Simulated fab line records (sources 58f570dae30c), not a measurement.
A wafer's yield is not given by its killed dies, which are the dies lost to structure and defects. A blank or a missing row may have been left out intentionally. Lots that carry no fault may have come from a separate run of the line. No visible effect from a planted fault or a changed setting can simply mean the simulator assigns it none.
fab line records    flow berkeleyCmos170
[record] lots = 16  wafers = 48  lastDay = 11
route steps=331 shown PVT@118
lots untouched by any fault: they come from a run of this same line in which no faults occurred
startH: hours from the record's first day to the start of the lot's first wafer shown    waitH: hours since the lot's step before    " same as the row above    L1.1+2: a row that stands for several wafers    - no value, or no start given    * or withheld: withheld    < > ~ a bound
route shown NAME@n: names a module that has steps shown in the file, with the first one's number in the route    usual: average and standard deviation across the fault-free wafers    same: alike in all rows    chamber/n: place in a boat    sites: the reading at each site    _std_site: standard deviation across them    _edge_site: outer sites' mean less inner sites'    radiusMm: for every site, how far away it sits from the centre of the wafer    mask NAME#n: copy n    behind: the last tool/chamber to shape the wafer    hold: reason for holding the lot/hours on hold/outcome of the hold    device: transistor that didn't switch, given as n, p or np    end of line: tests of these same wafers at the route's end    step lacking rows: just its recipe    killed: at the first sort, the dies lost to defects and structure; wafer yield is something else    map: a wafer's dies, x killed, . not, _ none there
set.NAME: setting as actually run; set.NAME@STEP: the setting as run at that earlier step    model.NAME: the simulator's own value behind a step, which no gauge read
steps of the route over a sample of lots; a table a step, a row a wafer
services: the hour from which a tool's chamber was out of use, counted from the record's first day as startH (under 0 if before that day), plus the number of hours and why
[[steps]]
[step UCB170_PVT_EXPOSE_03]
[recipe] maskId = NWELL  targetCdNm = 3000  na = 0.5  sigmaOuter = 0.6  sourceShape = conventional  doseMj = 30
[same] na = 0.5
lot.wafer   tool           chamber  startH  waitH  mask
L893.1+5+6  krfScanner-02  0        118.97  0.1    NWELL#0
L895.2+4+6  krfScanner-02  0        131.47  0.1    NWELL#0
L894.1+2+6  krfScanner-02  0        131.92  0.1    NWELL#0
L897.1+5+6  krfScanner-01  0        140.23  0.2    NWELL#0
L896.2+4+6  krfScanner-01  0        140.37  0.2    NWELL#0
L899.1+2+6  krfScanner-02  0        155.07  0.1    NWELL#0
L900.1+5+6  krfScanner-01  0        155.45  0.2    NWELL#0
L898.1+2+4  krfScanner-02  0        155.69  0.4    NWELL#0
L902.1+2+3  krfScanner-01  0        164.06  0.1    NWELL#0
L903.3+4+6  krfScanner-01  0        164.24  0.1    NWELL#0
L901.2+3+4  krfScanner-01  0        168.31  0.1    NWELL#0
L907.2+4+6  krfScanner-02  0        178.12  0.1    NWELL#0
L904.2+3+5  krfScanner-01  0        178.36  0.3    NWELL#0
L909.2+3+6  krfScanner-02  0        187.88  0.2    NWELL#0
L912.1+5+6  krfScanner-02  0        208.45  0.5    NWELL#0
L914.1+2+3  krfScanner-02  0        216.88  0.2    NWELL#0
[step UCB170_PVT_OVL_MEAS_06]
[usual] PVT_OVL = 4/5.3
lot.wafer  tool        chamber  startH  waitH  PVT_OVL[nm]
L893.1     overlay-01  -        119.36  -      1
L893.5     "           -        "       "      2
L893.6     "           -        "       "      5
L895.2     overlay-02  -        132.18  -      11
L895.4     "           -        "       "      7
L895.6     "           -        "       "      7
L894.1     overlay-02  -        132.63  -      -2
L894.2     "           -        "       "      -1
L894.6     "           -        "       "      -2
L897.1     overlay-02  -        140.70  -      -3
L897.5     "           -        "       "      2
L897.6     "           -        "       "      -10
L896.2     overlay-02  -        140.98  -      7
L896.4     "           -        "       "      -4
L896.6     "           -        "       "      -1
L899.1     overlay-01  -        155.60  -      13
L899.2     "           -        "       "      7
L899.6     "           -        "       "      4
L900.1     overlay-02  -        155.84  -      -1
L900.5     "           -        "       "      1
L900.6     "           -        "       "      8
L898.1     overlay-02  -        156.08  -      2
L898.2     "           -        "       "      3
L898.4     "           -        "       "      9
L902.1     overlay-01  -        164.79  -      769
L902.2     "           -        "       "      758
L902.3     "           -        "       "      762
L903.3     overlay-01  -        165.15  -      760
L903.4     "           -        "       "      764
L903.6     "           -        "       "      769
L901.2     overlay-01  -        169.02  -      758
L901.3     "           -        "       "      749
L901.4     "           -        "       "      761
L907.2     overlay-02  -        179.11  -      8
L907.4     "           -        "       "      3
L907.6     "           -        "       "      6
L904.2     overlay-01  -        179.25  -      766
L904.3     "           -        "       "      757
L904.5     "           -        "       "      754
L909.2     overlay-01  -        188.97  -      6
L909.3     "           -        "       "      -1
L909.6     "           -        "       "      1
L912.1     overlay-02  -        209.08  -      5
L912.5     "           -        "       "      14
L912.6     "           -        "       "      7
L914.1     overlay-01  -        217.48  -      6
L914.2     "           -        "       "      -3
L914.3     "           -        "       "      7
[[services]]
tool           chamber  startH  hours  kind
krfScanner-01  -        124.99  1.2    repair
krfScanner-01  -        128.32  0.1    repair
krfScanner-01  -        136.38  0.8    pm
krfScanner-02  -        137.19  3.6    pm
krfScanner-01  -        140.75  1.0    pm
krfScanner-02  -        141.75  0.8    pm
krfScanner-02  -        142.50  1.0    pm
krfScanner-02  -        155.80  0.8    pm
krfScanner-02  0        164.01  -      calibration
krfScanner-01  -        195.00  1.3    pm
krfScanner-01  0        200.16  -      calibration
krfScanner-01  -        207.17  0.8    pm
[[key]]
[firstSign] step = UCB170_PVT_OVL_MEAS_06  reading = PVT_OVL  direction = up  sigmas = 99+  usual = 4  struck = 761
effect none on later readings
metAt UCB170_PVT_EXPOSE_03
struckLots L901,L902,L903,L904
testerLeftOut L901,L902,L903,L904
onsetBetween 155.45 164.06
[fault] kind = scannerMatchingOverlay  tool = krfScanner-01  chamber = -  onsetH = 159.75  steps = UCB170_PVT_EXPOSE_03  offset = 757.15
// testerLeftOut: of these lots the tester's yield and bins aren't shown, on N5 and GAA mostly nor the transistor test; their killed dies are dies lost to structure and defects alone, not to doping, threshold or leakage, so they don't give the yield
